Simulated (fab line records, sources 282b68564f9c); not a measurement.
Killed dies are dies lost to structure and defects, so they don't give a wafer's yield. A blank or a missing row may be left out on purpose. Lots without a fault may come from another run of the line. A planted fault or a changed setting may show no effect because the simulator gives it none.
fab line records | flow rit_cmos
record lots=14 wafers=42 last_day=7
route steps=202 shown PRETRO@72 NLDD@160 SILICIDE@162 CONTACT@168 M1@202
lots that met no fault: from a run of the same line without faults
start_h: hours from the record's first day to the start of the lot's first wafer shown | wait_h: hours since the lot's step before | " the same as in the row above | L1.1+2: a row that stands for several wafers | - no value, or no start given | * or withheld: withheld | < > ~ a bound
route shown NAME@n: a module of which the file shows steps, and the number in the route of the first | usual: mean/standard deviation of fault-free wafers | same: alike in all rows | chamber/n: place in a boat | sites: the reading at each site | _std_site: their standard deviation | _edge_site: outer sites' mean less inner sites' | radius_mm: how far each site lies from the wafer's centre | mask NAME#n: copy n | behind: the tool/chamber that last shaped the wafer | hold: why the lot was held/for how many hours/how that ended | device: the transistor (n, p or np) that didn't switch | end of line: the same wafers' tests at the end of the route | a step without rows: its recipe alone | killed: dies lost to structure and defects at the first sort, not the wafer's yield | map: a wafer's dies, x killed, . not, _ none there
set.NAME: the setting as run; set.NAME@STEP: as run at that earlier step | model.NAME: the simulator's own value behind a step, which no gauge read
steps of the route over a sample of lots; a table a step, a row a wafer
services: from which hour (start_h, from the record's first day; less than 0 if before it) a tool's chamber was out of use, for how many hours, and why
## steps
# step RIT_PRETRO_IMPLANT_08
# recipe species=B energy_kev=45 dose_cm2=1.2e+13 tilt_deg=7
# usual beam_on_s=9.95/0.2 dose_ions_cm2=1.1998e+13/1.4e+10 faraday_current_uA=38.3/0.75
# columns lot.wafer tool chamber start_h wait_h beam_on_s dose_ions_cm2 faraday_current_uA
L302.1 implanter-01 0 35.64 0.2 10.14 1.1993e+13 37.4
L302.5 " 0 " " 9.83 1.1982e+13 38.7
L302.6 " 0 " " 9.86 1.2002e+13 38.5
L303.1 implanter-02 0 42.82 0.2 9.95 1.1986e+13 38.5
L303.4 " 0 " " 9.76 1.1999e+13 39.0
L303.5 " 0 " " 9.86 1.1991e+13 38.6
L304.1 implanter-02 0 48.05 0.2 9.94 1.1989e+13 38.2
L304.2 " 0 " " 9.95 1.1996e+13 38.2
L304.5 " 0 " " 9.85 1.2009e+13 38.7
L309.3 implanter-02 0 72.09 0.2 9.81 8.047e+12 26.1
L309.4 " 0 " " 10.06 8.042e+12 25.3
L309.5 " 0 " " 10.13 8.049e+12 25.2
L310.1 implanter-02 0 77.04 0.2 10.02 8.045e+12 25.5
L310.5 " 0 " " 9.93 8.025e+12 25.7
L310.6 " 0 " " 10.29 8.033e+12 24.7
L313.1 implanter-01 0 94.90 0.2 9.46 1.2001e+13 39.9
L313.4 " 0 " " 9.71 1.2014e+13 39.2
L313.5 " 0 " " 10.10 1.1987e+13 37.8
L314.2 implanter-01 0 99.12 0.2 10.19 1.199e+13 37.2
L314.3 " 0 " " 10.11 1.1997e+13 37.5
L314.4 " 0 " " 9.78 1.1989e+13 39.1
L315.4 implanter-04 0 103.77 0.2 10.01 1.1959e+13 38.2
L315.5 " 0 " " 10.18 1.1989e+13 37.5
L315.6 " 0 " " 10.21 1.1989e+13 37.2
L318.2 implanter-04 0 115.87 0.2 10.11 1.2007e+13 37.8
L318.3 " 0 " " 9.89 1.1977e+13 38.6
L318.5 " 0 " " 9.78 1.201e+13 38.8
L319.2 implanter-01 0 121.53 0.2 9.92 1.1982e+13 38.4
L319.3 " 0 " " 10.06 1.1973e+13 37.8
L319.6 " 0 " " 9.81 1.1975e+13 38.6
L321.2 implanter-04 0 130.78 0.2 9.78 1.202e+13 38.9
L321.3 " 0 " " 10.12 1.203e+13 37.4
L321.6 " 0 " " 9.82 1.2017e+13 38.6
L322.1 implanter-04 0 138.31 0.2 9.77 1.2006e+13 38.7
L322.5 " 0 " " 10.15 1.1998e+13 37.5
L322.6 " 0 " " 9.85 1.2012e+13 38.7
L323.1 implanter-01 0 140.85 0.2 9.65 1.2007e+13 39.3
L323.2 " 0 " " 10.18 1.1996e+13 37.3
L323.6 " 0 " " 9.98 1.1986e+13 38.1
L324.4 implanter-01 0 147.19 0.2 10.04 1.2012e+13 37.9
L324.5 " 0 " " 10.11 1.2018e+13 37.4
L324.6 " 0 " " 10.02 1.2019e+13 37.9
# step RIT_PRETRO_TW_MEAS_10
# usual PRETRO_TW=473.8/2.6
# columns lot.wafer tool chamber start_h wait_h PRETRO_TW
L302.1 film_metro-01 - 35.96 0.1 473.1
L302.5 " - " " 470.5
L302.6 " - " " 471.4
L303.1 film_metro-04 - 43.15 0.1 473.8
L303.4 " - " " 472.6
L303.5 " - " " 471.9
L304.1 film_metro-04 - 48.38 0.1 473.2
L304.2 " - " " 471.2
L304.5 " - " " 471.3
L309.3 film_metro-03 - 72.39 0.1 420.1
L309.4 " - " " 419.5
L309.5 " - " " 420.9
L310.1 film_metro-03 - 77.36 0.1 419.0
L310.5 " - " " 417.4
L310.6 " - " " 423.0
L313.1 film_metro-04 - 95.22 0.1 469.8
L313.4 " - " " 468.1
L313.5 " - " " 467.0
L314.2 film_metro-04 - 99.43 0.1 476.0
L314.3 " - " " 474.1
L314.4 " - " " 474.2
L315.4 film_metro-03 - 104.05 0.1 473.1
L315.5 " - " " 476.1
L315.6 " - " " 470.6
L318.2 film_metro-01 - 116.18 0.1 474.4
L318.3 " - " " 472.0
L318.5 " - " " 474.1
L319.2 film_metro-03 - 121.84 0.1 476.8
L319.3 " - " " 475.5
L319.6 " - " " 470.8
L321.2 film_metro-01 - 131.09 0.1 475.1
L321.3 " - " " 477.2
L321.6 " - " " 477.7
L322.1 film_metro-01 - 138.63 0.1 478.5
L322.5 " - " " 473.7
L322.6 " - " " 476.2
L323.1 film_metro-03 - 141.17 0.1 473.5
L323.2 " - " " 474.5
L323.6 " - " " 473.2
L324.4 film_metro-03 - 147.47 0.1 474.4
L324.5 " - " " 469.1
L324.6 " - " " 472.7
# step RIT_SDANNEAL_RS_MEAS_07
# recipe thk_meas_gauge=four-point-probe
# usual NLDD_RS=151.8/0.49
# columns lot.wafer tool chamber start_h wait_h NLDD_RS[ohm/sq]
L302.1 film_metro-04 - 55.88 0.1 152.5
L302.5 " - " " 152.3
L302.6 " - " " 152.3
L303.1 film_metro-04 - 61.23 0.1 152.3
L303.4 " - " " 152.1
L303.5 " - " " 152.4
L304.1 film_metro-02 - 66.02 0.1 151.2
L304.2 " - " " 151.3
L304.5 " - " " 152.1
L309.3 film_metro-02 - 90.32 0.1 152.5
L309.4 " - " " 152.3
L309.5 " - " " 152.3
L310.1 film_metro-01 - 99.97 0.1 151.3
L310.5 " - " " 151.8
L310.6 " - " " 151.2
L313.1 film_metro-02 - 113.48 0.1 152.1
L313.4 " - " " 152.2
L313.5 " - " " 152.3
L315.4 film_metro-01 - 122.03 0.1 151.2
L315.5 " - " " 151.2
L315.6 " - " " 151.1
L314.2 film_metro-01 - 122.66 0.1 151.7
L314.3 " - " " 151.6
L314.4 " - " " 151.9
L318.2 film_metro-04 - 134.77 0.1 152.1
L318.3 " - " " 151.6
L318.5 " - " " 151.7
L319.2 film_metro-01 - 139.90 0.1 151.3
L319.3 " - " " 151.2
L319.6 " - " " 150.8
L321.2 film_metro-02 - 149.25 0.1 152.8
L321.3 " - " " 152.4
L321.6 " - " " 152.4
L322.1 film_metro-02 - 156.41 0.1 151.5
L322.5 " - " " 151.1
L322.6 " - " " 151.3
L323.1 film_metro-04 - 159.59 0.1 151.2
L323.2 " - " " 151.9
L323.6 " - " " 151.8
L324.4 film_metro-04 - 165.40 0.1 151.6
L324.5 " - " " 151.6
L324.6 " - " " 151.3
# step RIT_SILICIDE_SPUTTER_01
# recipe material=Ti target_thk_nm=30 power_w=350 chamber_pressure_pa=0.667 gas=Ar time_s=240 substrate_temp_c=25
# usual cathode_dc_power_W=350.00/0.064 throttle_valve_pct=29.8/1.2
# columns lot.wafer tool chamber start_h wait_h cathode_dc_power_W throttle_valve_pct
L302.1 pvd_sputter-02 - 56.01 0.0 349.97 27.8
L302.5 " - " " 349.97 31.5
L302.6 " - " " 350.01 29.6
L303.1 pvd_sputter-04 - 61.36 0.0 350.10 29.3
L303.4 " - " " 350.00 30.0
L303.5 " - " " 350.10 30.8
L304.1 pvd_sputter-02 - 66.15 0.0 349.89 29.0
L304.2 " - " " 349.98 27.8
L304.5 " - " " 350.04 29.4
L309.3 pvd_sputter-04 - 90.41 0.0 350.00 30.8
L309.4 " - " " 349.98 30.2
L309.5 " - " " 350.12 30.9
L310.1 pvd_sputter-02 - 100.10 0.0 349.97 31.4
L310.5 " - " " 350.02 27.7
L310.6 " - " " 349.89 31.4
L313.1 pvd_sputter-03 - 113.61 0.0 349.91 29.5
L313.4 " - " " 349.99 31.1
L313.5 " - " " 349.96 31.0
L315.4 pvd_sputter-02 - 122.10 0.0 350.03 29.4
L315.5 " - " " 350.13 29.2
L315.6 " - " " 350.00 31.3
L314.2 pvd_sputter-04 - 122.78 0.0 349.96 30.8
L314.3 " - " " 350.14 29.5
L314.4 " - " " 349.90 29.9
L318.2 pvd_sputter-02 - 134.88 0.0 350.03 29.4
L318.3 " - " " 350.02 30.3
L318.5 " - " " 349.98 27.7
L319.2 pvd_sputter-03 - 140.01 0.0 350.00 28.2
L319.3 " - " " 350.00 29.6
L319.6 " - " " 349.97 31.0
L321.2 pvd_sputter-03 - 149.36 0.0 349.97 29.8
L321.3 " - " " 349.94 31.0
L321.6 " - " " 350.06 28.0
L322.1 pvd_sputter-02 - 156.55 0.0 349.99 31.4
L322.5 " - " " 350.03 31.3
L322.6 " - " " 350.11 29.1
L323.1 pvd_sputter-02 - 159.72 0.0 349.99 29.7
L323.2 " - " " 349.95 29.2
L323.6 " - " " 349.94 31.5
L324.4 pvd_sputter-02 - 165.47 0.0 350.03 29.2
L324.5 " - " " 349.95 28.0
L324.6 " - " " 349.98 29.8
# step RIT_CONTACT_CVD_00
# recipe material=SiO2 target_thk_nm=400 precursor=TEOS temp_c=390 time_s=61 rf_w=400
# usual heater_power_w=306/56
# columns lot.wafer tool chamber start_h wait_h heater_power_w
L302.1 pecvd-02 1 56.51 0.1 214
L302.5 " 2 " " 344
L302.6 " 1 " " 244
L303.1 pecvd-03 0 61.87 0.1 364
L303.4 " 2 " " 256
L303.5 " 1 " " 305
L304.1 pecvd-04 0 66.67 0.1 381
L304.2 " 1 " " 300
L304.5 " 2 " " 343
L309.3 pecvd-03 0 90.92 0.0 350
L309.4 " 1 " " 312
L309.5 " 0 " " 360
L310.1 pecvd-04 2 100.64 0.1 286
L310.5 " 0 " " 316
L310.6 " 1 " " 271
L313.1 pecvd-04 1 114.12 0.1 256
L313.4 " 1 " " 269
L313.5 " 2 " " 326
L315.4 pecvd-02 2 122.63 0.0 358
L315.5 " 1 " " 211
L315.6 " 0 " " 379
L314.2 pecvd-03 0 123.30 0.0 384
L314.3 " 1 " " 273
L314.4 " 2 " " 276
L318.2 pecvd-03 1 135.43 0.0 250
L318.3 " 2 " " 278
L318.5 " 0 " " 378
L319.2 pecvd-04 0 140.52 0.0 390
L319.3 " 1 " " 289
L319.6 " 1 " " 292
L321.2 pecvd-03 1 149.87 0.0 317
L321.3 " 2 " " 224
L321.6 " 2 " " 233
L322.1 pecvd-04 0 157.05 0.1 412
L322.5 " 0 " " 406
L322.6 " 2 " " 336
L323.1 pecvd-02 2 160.23 0.1 322
L323.2 " 1 " " 243
L323.6 " 2 " " 331
L324.4 pecvd-03 2 166.00 0.0 222
L324.5 " 1 " " 324
L324.6 " 0 " " 351
# step RIT_M1_PROBE_99
# usual killed_at_M0_to_M3=0.0/0.22 killed_at_contacts=0.0/0.18 killed_at_front_end=7/3.1 killed_dies=7/3.1 killed_on_rim=1.6/1.3 killed_open=3.2/2.1 killed_short=3.4/2
# same gross_dies=264 killed_at_M4_up=0 killed_at_back_side=0 killed_at_other=0
# columns lot.wafer tool chamber start_h wait_h killed_at_M0_to_M3 killed_at_contacts killed_at_front_end killed_dies killed_on_rim killed_open killed_short
L309.3 prober-02 - 98.77 0.2 0 0 3 3 0 2 1
L309.4 prober-02 - 98.82 0.2 0 0 11 11 2 5 6
L309.5 prober-02 - 98.87 0.2 0 0 3 3 1 2 1
L313.1 prober-02 - 120.72 0.1 0 0 4 4 1 1 3
L313.4 prober-02 - 120.87 0.2 0 1 9 10 1 5 5
L313.5 prober-02 - 120.92 0.2 0 0 5 5 2 3 2
L315.4 prober-01 - 129.50 0.2 0 0 6 6 1 4 2
L315.5 prober-01 - 129.55 0.2 0 0 7 7 2 5 2
L315.6 prober-01 - 129.60 0.2 0 0 8 8 2 4 4
L321.2 prober-01 - 156.47 0.1 0 0 4 4 2 2 2
L321.3 prober-01 - 156.52 0.2 0 0 6 6 2 3 3
L321.6 prober-01 - 156.67 0.2 0 0 0 0 0 0 0
L322.1 prober-02 - 163.87 0.1 1 0 8 9 1 5 4
L322.5 prober-02 - 164.07 0.2 1 0 4 5 2 3 2
L322.6 prober-02 - 164.12 0.2 0 0 8 8 1 6 2
L323.1 prober-01 - 167.16 0.1 0 0 5 5 1 3 2
L323.2 prober-01 - 167.21 0.1 0 0 5 5 0 3 2
L323.6 prober-01 - 167.41 0.2 0 0 8 8 3 5 3
# killed by level:class
L309.3 FOX1:geometric_particle:short=1 FOX1:geometric_particle:open=1 GATE:geometric_particle:open=1
L309.4 GATE:geometric_particle:short=4 FOX2:geometric_particle:open=2 GATE:geometric_particle:open=2 SPACER:geometric_particle:short=2 SPACER:geometric_particle:open=1
L309.5 GATE:geometric_particle:open=2 REOX:geometric_particle:short=1
L313.1 GATE:geometric_particle:short=1 REOX:geometric_particle:short=1 SPACER:geometric_particle:short=1 SPACER:geometric_particle:open=1
L313.4 SPACER:geometric_particle:open=3 SPACER:geometric_particle:short=3 GATE:geometric_particle:open=1 SILICIDE:geometric_particle:short=1 SILICIDE:geometric_particle:open=1 CONTACT:geometric_particle:short=1
L313.5 FOX1:geometric_particle:open=2 REOX:geometric_particle:short=1 SPACER:geometric_particle:short=1 SILICIDE:geometric_particle:open=1
L315.4 GATE:geometric_particle:open=2 FOX1:geometric_particle:open=1 REOX:geometric_particle:short=1 SILICIDE:geometric_particle:short=1 SILICIDE:geometric_particle:open=1
L315.5 FOX1:geometric_particle:short=2 REOX:geometric_particle:open=2 FOX1:geometric_particle:open=1 GATE:geometric_particle:open=1 SILICIDE:geometric_particle:open=1
L315.6 FOX1:geometric_particle:open=2 GATE:geometric_particle:short=2 REOX:geometric_particle:short=2 GATE:geometric_particle:open=1 SPACER:geometric_particle:open=1
L321.2 GATE:geometric_particle:open=2 FOX1:geometric_particle:short=1 GATE:geometric_particle:short=1
L321.3 GATE:geometric_particle:open=2 SPACER:geometric_particle:short=2 GATE:geometric_particle:short=1 SPACER:geometric_particle:open=1
L322.1 REOX:geometric_particle:open=2 SILICIDE:geometric_particle:short=2 FOX2:geometric_particle:open=1 GATE:geometric_particle:short=1 REOX:geometric_particle:short=1 SILICIDE:geometric_particle:open=1 M1:geometric_particle:open=1
L322.5 REOX:geometric_particle:open=2 SILICIDE:geometric_particle:open=1 SILICIDE:geometric_particle:short=1 M1:geometric_particle:short=1
L322.6 SILICIDE:geometric_particle:open=2 FOX1:geometric_particle:open=1 FOX2:geometric_particle:open=1 GATE:geometric_particle:open=1 SPACER:geometric_particle:open=1 SPACER:geometric_particle:short=1 SILICIDE:geometric_particle:short=1
L323.1 GATE:geometric_particle:short=2 SPACER:geometric_particle:open=2 REOX:geometric_particle:open=1
L323.2 SILICIDE:geometric_particle:open=2 FOX1:geometric_particle:short=1 FOX2:geometric_particle:short=1 GATE:geometric_particle:open=1
L323.6 GATE:geometric_particle:open=2 SILICIDE:geometric_particle:open=2 FOX1:geometric_particle:short=1 GATE:geometric_particle:short=1 REOX:geometric_particle:open=1 SILICIDE:geometric_particle:short=1
## services
# columns tool chamber start_h hours kind
pecvd-04 - 16.69 1.2 repair
pecvd-04 1 36.92 4.9 repair
pecvd-02 0 41.11 49.4 repair
pecvd-02 2 44.97 3.8 repair
implanter-04 - 63.58 4.0 pm
pecvd-02 2 79.26 4.0 repair
implanter-04 - 81.70 2.1 repair
implanter-01 - 83.40 6.1 repair
pecvd-04 - 90.09 2.8 pm
implanter-02 - 102.93 2.7 repair
implanter-02 - 138.28 5.8 repair
pecvd-04 - 141.19 5.5 pm
implanter-04 - 146.54 4.0 repair
pvd_sputter-03 - 156.68 4.3 repair
pvd_sputter-03 - 164.21 8.2 repair
## key
first_sign step=RIT_PRETRO_IMPLANT_08 reading=dose_ions_cm2 direction=down sigmas=99+ usual=1.1998e+13 struck=8.04e+12
effect step=RIT_PRETRO_IMPLANT_08 reading=faraday_current_uA direction=down sigmas=17 usual=38.3 struck=25.4
effect step=RIT_PRETRO_TW_MEAS_10 reading=PRETRO_TW direction=down sigmas=21 usual=473.8 struck=420.0
met_at RIT_PRETRO_IMPLANT_08
struck_lots L309,L310
tester_left_out L309,L310
not_acting_at RIT_SDANNEAL_RS_MEAS_07,RIT_SILICIDE_SPUTTER_01,RIT_CONTACT_CVD_00
onset_between 48.05 72.09
fault kind=process_parameter_drift tool=implanter-02 chamber=- onset_h=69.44 steps=RIT_PRETRO_IMPLANT_08 channel=dose_cm2 offset=-3.96e+12 shape=step end_h=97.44 acts_in=these_recipes_only stated=1.2e+13
# tester_left_out: of these lots the tester's yield and bins aren't shown, on N5 and GAA mostly nor the transistor test; their killed dies are dies lost to structure and defects alone, not to doping, threshold or leakage, so they don't give the yield
